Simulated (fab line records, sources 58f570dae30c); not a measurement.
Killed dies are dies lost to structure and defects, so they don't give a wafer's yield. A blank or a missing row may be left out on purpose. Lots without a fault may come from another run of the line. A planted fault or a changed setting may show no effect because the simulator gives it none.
Which tool did it? | flow berkeley_cmos170 | 13 lots, 39 wafers sampled, at 5 steps of a route of 331

WHAT THE GAUGES READ, wafer by wafer
UCB170_M2_THK_MEAS_03: measures by xrf. Usual: M2_AL_THK 878 nm, standard deviation 8.1.
lot  | measured     | on            | M2_AL_THK (nm) | flag
L573 | day 7 19:10  | film_metro-02 | 869 873 867    |
L574 | day 7 19:13  | film_metro-01 | 886 902 876    |
L577 | day 8 14:05  | film_metro-01 | 884 887 880    |
L580 | day 8 14:17  | film_metro-02 | 878 871 878    |
L576 | day 8 14:24  | film_metro-01 | 888 883 889    |
L579 | day 8 14:27  | film_metro-03 | 890 886 887    |
L582 | day 9 13:37  | film_metro-02 | 881 879 880    |
L583 | day 9 13:45  | film_metro-03 | 882 877 885    |
L581 | day 9 13:56  | film_metro-03 | 861 874 870    |
L585 | day 9 18:55  | film_metro-01 | 879 881 881    |
L590 | day 11 05:18 | film_metro-02 | 863 858 862    |
L592 | day 11 19:05 | film_metro-01 | 882 881 881    |
L594 | day 11 19:21 | film_metro-02 | 880 874 881    |

UCB170_M2_CD_MEAS_15: target cd 700 nm. Usual: cd_nm 700.4 nm, standard deviation 1.3.
lot  | measured     | on        | cd_nm (nm)        | flag
L573 | day 7 20:54  | cd_sem-02 | 700.3 701.2 701.8 |
L574 | day 7 21:30  | cd_sem-01 | 701.1 700.4 700.4 |
L577 | day 8 17:07  | cd_sem-02 | 699.7 698.1 698.1 |
L580 | day 8 17:52  | cd_sem-01 | 701.6 701.3 701.8 |
L576 | day 8 18:07  | cd_sem-01 | 701.7 700.0 700.8 |
L579 | day 8 18:26  | cd_sem-02 | 701.3 699.7 699.4 |
L582 | day 9 15:22  | cd_sem-01 | 700.1 699.7 700.5 |
L583 | day 9 15:35  | cd_sem-02 | 700.1 700.4 700.3 |
L581 | day 9 15:43  | cd_sem-01 | 697.7 698.6 699.5 |
L585 | day 9 21:53  | cd_sem-02 | 700.3 701.8 701.5 |
L590 | day 11 07:14 | cd_sem-02 | 698.8 700.2 698.8 |
L592 | day 11 21:47 | cd_sem-01 | 701.0 701.9 700.0 |
L594 | day 11 21:56 | cd_sem-02 | 697.9 699.2 698.9 |

UCB170_V2_THK_MEAS_01. Usual: V2_TEOS_THK 1999 nm, standard deviation 23.
lot  | measured     | on            | V2_TEOS_THK (nm) | flag
L573 | day 7 21:38  | film_metro-02 | 1958 1998 1999   |
L574 | day 7 22:16  | film_metro-02 | 2004 1993 2003   |
L577 | day 8 18:01  | film_metro-02 | 1988 2024 2019   |
L580 | day 8 18:37  | film_metro-02 | 2016 2024 2044   |
L576 | day 8 18:52  | film_metro-04 | 1976 2036 2026   |
L579 | day 8 19:19  | film_metro-02 | 1973 2018 2022   |
L582 | day 9 16:07  | film_metro-04 | 1895 1925 1994   |
L583 | day 9 16:32  | film_metro-02 | 1987 2013 2038   |
L581 | day 9 16:28  | film_metro-03 | 1968 2007 1998   |
L585 | day 9 22:38  | film_metro-04 | 1976 1992 1996   |
L590 | day 11 08:00 | film_metro-03 | 1979 1969 2005   |
L592 | day 11 22:32 | film_metro-02 | 1982 2016 2032   |
L594 | day 11 22:42 | film_metro-04 | 1989 1972 2025   |

UCB170_V2_OVL_MEAS_13. Usual: V2_OVL -2 nm, standard deviation 5.
lot  | measured     | on         | V2_OVL (nm) | flag
L573 | day 7 23:34  | overlay-01 | -8 1 -2     |
L574 | day 8 00:29  | overlay-02 | -4 -1 0     |
L577 | day 8 20:20  | overlay-01 | 1 5 0       |
L580 | day 8 20:37  | overlay-02 | -2 -3 -5    |
L576 | day 8 20:52  | overlay-01 | 4 2 5       |
L579 | day 8 21:07  | overlay-02 | 14 10 13    |
L582 | day 9 18:21  | overlay-02 | -3 -6 -6    |
L583 | day 9 18:54  | overlay-02 | -2 -2 1     |
L581 | day 9 18:37  | overlay-02 | -10 -5 -3   |
L585 | day 10 01:46 | overlay-01 | 4 4 -2      |
L590 | day 11 09:49 | overlay-01 | -3 0 -2     |
L592 | day 12 00:29 | overlay-01 | -4 -1 -3    |
L594 | day 12 00:43 | overlay-01 | -5 -6 -10   |

WHICH TOOL RAN EACH LOT (tool, then ch and the chambers of the sampled wafers, then the start)
lot  | UCB170_V2_CVD_00
L573 | pecvd-04 ch 1,2, day 7 21:28
L574 | pecvd-02 ch 0,1,2, day 7 22:06
L577 | pecvd-01 ch 1,2, day 8 17:46
L580 | pecvd-02 ch 0,1, day 8 18:26
L576 | pecvd-04 ch 1,2, day 8 18:42
L579 | pecvd-01 ch 1,2, day 8 19:04
L582 | pecvd-02 ch 0,1, day 9 15:57
L583 | pecvd-04 ch 0,1,2, day 9 16:23
L581 | pecvd-01 ch 0,1, day 9 16:19
L585 | pecvd-01 ch 0,1,2, day 9 22:29
L590 | pecvd-01 ch 0,1, day 11 07:51
L592 | pecvd-01 ch 0,1,2, day 11 22:22
L594 | pecvd-04 ch 0,1, day 11 22:32
- UCB170_V2_CVD_00: deposits SiO2 from TEOS/O2, target thk 2000 nm, time 250 s.

WHAT THE TOOLS THEMSELVES READ (means of the sampled wafers that have a number; where no wafer has one, the mark that the record gives instead)
UCB170_V2_CVD_00. Usual: heater_power_w 256 W, standard deviation 55; rf_fwd_power_W 548.5 W, standard deviation 1.6; susceptor_temp_C 389.98 C, standard deviation 0.23.
lot  | tool     | heater_power_w (W) | rf_fwd_power_W (W) | susceptor_temp_C (C) | flag
L573 | pecvd-04 | 228                | 548.3              | 389.88               |
L574 | pecvd-02 | 293                | 548.6              | 389.91               |
L577 | pecvd-01 | 282                | 549.4              | 390.16               |
L580 | pecvd-02 | 269                | 549.7              | 389.85               |
L576 | pecvd-04 | 227                | 548.2              | 389.99               |
L579 | pecvd-01 | 307                | 549.4              | 389.92               |
L582 | pecvd-02 | 316                | 504.5              | 390.03               | OFF
L583 | pecvd-04 | 221                | 548.0              | 389.75               |
L581 | pecvd-01 | 321                | 550.4              | 389.82               |
L585 | pecvd-01 | 267                | 548.4              | 389.90               |
L590 | pecvd-01 | 287                | 548.2              | 390.27               |
L592 | pecvd-01 | 234                | 547.9              | 390.09               |
L594 | pecvd-04 | 240                | 547.9              | 389.87               |

THE ANSWER, worked out from the rows above alone
Rule: a lot is off if the mean of its wafers that have a number lies more than 3 standard deviations from the usual mean. A lot without any number at a reading at which 4 lots or more have one is off too. The other lots that the step has rows for count as sound. The gauges are gone through in route order, then the tools' own readings, and for those a lot's mean is taken as printed above. The first step at which some lot is off is used, and at that step the reading that is off furthest; a lot without a number counts as furthest.
Off: L582, at UCB170_V2_CVD_00 (rf_fwd_power_W).
A tool fits if, at that step or a process step before it, it ran every lot that is off, and no sound lot after the first of them. One fits: pecvd-02 at UCB170_V2_CVD_00. Its last sound lot is L580 (day 8 18:26), its first lot that is off L582 (day 9 15:57): a fault that began between those two fits.
The tool's own readings at UCB170_V2_CVD_00 bear it out: on the lots that are off they differ by more than 5 times the standard deviation of the sound lots' means. rf_fwd_power_W reads 504.5 W there against 548.7 W on the sound lots.

WHAT THE SIMULATOR HAD PUT IN
Process parameter drift: pecvd-02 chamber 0, from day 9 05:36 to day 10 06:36, at UCB170_V2_CVD_00. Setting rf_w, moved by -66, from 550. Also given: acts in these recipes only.
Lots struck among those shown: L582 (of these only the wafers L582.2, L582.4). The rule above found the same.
